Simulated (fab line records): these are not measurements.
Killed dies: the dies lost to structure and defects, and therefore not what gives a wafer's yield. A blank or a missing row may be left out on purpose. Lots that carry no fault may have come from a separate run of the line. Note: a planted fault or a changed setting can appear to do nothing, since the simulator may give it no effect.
Struck lot and sound lot, side by side ; flow rit-cmos ; 21 out of 202 route steps
Sound: these wafers, L960.2, L960.4, L960.6. Struck: wafers L964.3, L964.4, L964.6. At the end, the cause is stated.
Each step with rows lists, per side, the tool, then ch with its chambers, then its first start. Under that, the readings that differ: sound wafers ; struck wafers ; difference of the means ; sigmas: that difference in standard deviations of wafers without a fault.
alike: same words and numbers on both sides, and readings whose means sit less than 2 such deviations apart. not compared: any withheld reading, any reading some wafer has no value for, any bound like >300 that may hide the same value, and any number with overlapping values for which the record gives no deviation.
Wherever a step has rows on one side only, a row that says differs or no value, or a row with sigmas, the two part there. Numbers that have no deviation but don't overlap get no sigmas and don't part them. A reading missing from all wafers of one side parts the sides only when that side holds two or more wafers.

first, 3 steps without rows for these wafers: RIT_GATE_CLEAN_02 (cleans in dHF, time 30 s); RIT_GATE_CLEAN_03 (cleans in SC2, time 600 s); RIT_GATE_CLEAN_04 (cleans in dHF, time 61.06 s).
RIT_FOX2_THK_MEAS_91:
  sound on film-metro-04, day 3 18:59; struck on film-metro-04, day 4 12:37
  alike: FIELD_OXIDE_LEFT_2_THK
then, 2 steps without rows for these wafers: RIT_GATE_OXIDATION_05 (target thk 3 nm, ox time 270 s); RIT_GATE_ANNEAL_06 (time 600 s).
RIT_GATE_THK_MEAS_07:
  sound on film-metro-02, day 3 22:22; struck on film-metro-02, day 4 16:41
  alike: GATE_OXIDE_THK
then, 1 step without rows for these wafers: RIT_GATE_CVD_08 (deposits poly-Si from SiH4, target thk 250 nm, time 2220 s).
RIT_GATE_THK_MEAS_09:
  sound on film-metro-02, day 4 00:02; struck on film-metro-02, day 4 18:22
reading;sound;struck;difference;sigmas
GATE_POLY_THK (nm);248.8 248.8 248.8;254.4 253.4 255.3;+5.6;+3
then, 3 steps without rows for these wafers: RIT_GATE_HMDS_10 (prime time 60 s); RIT_GATE_COAT_11 (resist thk 850 nm); RIT_GATE_SOFTBAKE_12 (time 60 s).
RIT_GATE_EXPOSE_13: exposes mask M6, target cd 150 nm.
  sound on iline-stepper-02 ch 0, day 4 00:59; struck on iline-stepper-01 ch 0, day 4 18:54
reading;sound;struck;difference;sigmas
exposure-dose-mJ-cm2;379.7 379.7 380.1;334.0 333.5 334.4;-45.9;-99 or more
  alike: mask, focus-offset-nm
then, 2 steps without rows for these wafers: RIT_GATE_PEB_14; RIT_GATE_DEVELOP_15 (develop time 50 s).
RIT_GATE_CD_MEAS_16 targets a cd of 150 nm.
  sound on cd-sem-02, day 4 01:23; struck on cd-sem-01, day 4 19:35
reading;sound;struck;difference;sigmas
cd-nm (nm);147.1 148.4 147.9;218.7 220.3 220.1;+71.9;+29
  not compared: hold
RIT_GATE_OVL_MEAS_17:
  sound on overlay-02, day 4 01:29; struck on overlay-01, day 5 01:04
reading;sound;struck;difference;sigmas
hold;- - -;await-dispo/5.4h/release await-dispo/5.4h/release await-dispo/5.4h/release;no value on the sound wafers;
  alike: GATE_OVL
then, 1 step without rows for these wafers: RIT_GATE_HARDBAKE_18 (time 60 s).
RIT_GATE_ETCH_19: etches poly-Si in SF6/CHF3/O2, stops on SiO2, time 165 s, target depth 312.5 nm.
  sound on rie-si-01 ch 1,2, day 4 01:40; struck on rie-si-01 ch 0,2,3, day 5 01:14
reading;sound;struck;difference;sigmas
oes-product-au (a.u.);0.847 0.868 0.856;0.885 0.881 0.876;+0.024;+2
model.GATE.cd-nm (nm);147.1 148.8 147.8;219.1 220.8 219.7;+72.0;
  alike: drypump-motor-current-A, throttle-valve-pct
  not compared: rf-hours-counter-h
RIT_GATE_STRIP_20: strips in O2, time 180 s.
  sound on plasma-asher-04 ch 0,1, day 4 01:47; struck on plasma-asher-04 ch 0,1, day 5 01:24
  alike: drypump-motor-current-A
  not compared: rf-hours-counter-h
RIT_M1_PROBE_99:
  sound on prober-01, day 4 21:29; struck on prober-01, day 6 09:23
reading;sound;struck;difference;sigmas
killed-at-front-end;9 7 9;264 264 264;+256;+91
killed-dies;9 7 9;264 264 264;+256;+91
killed-on-rim;3 2 4;70 70 70;+67;+52
  alike: killed-open, killed-short
  not compared: hold

## WHERE THEY PART
Earliest at RIT_GATE_THK_MEAS_09; latest, in this record, at RIT_M1_PROBE_99.

WHY: whatever the simulator had introduced
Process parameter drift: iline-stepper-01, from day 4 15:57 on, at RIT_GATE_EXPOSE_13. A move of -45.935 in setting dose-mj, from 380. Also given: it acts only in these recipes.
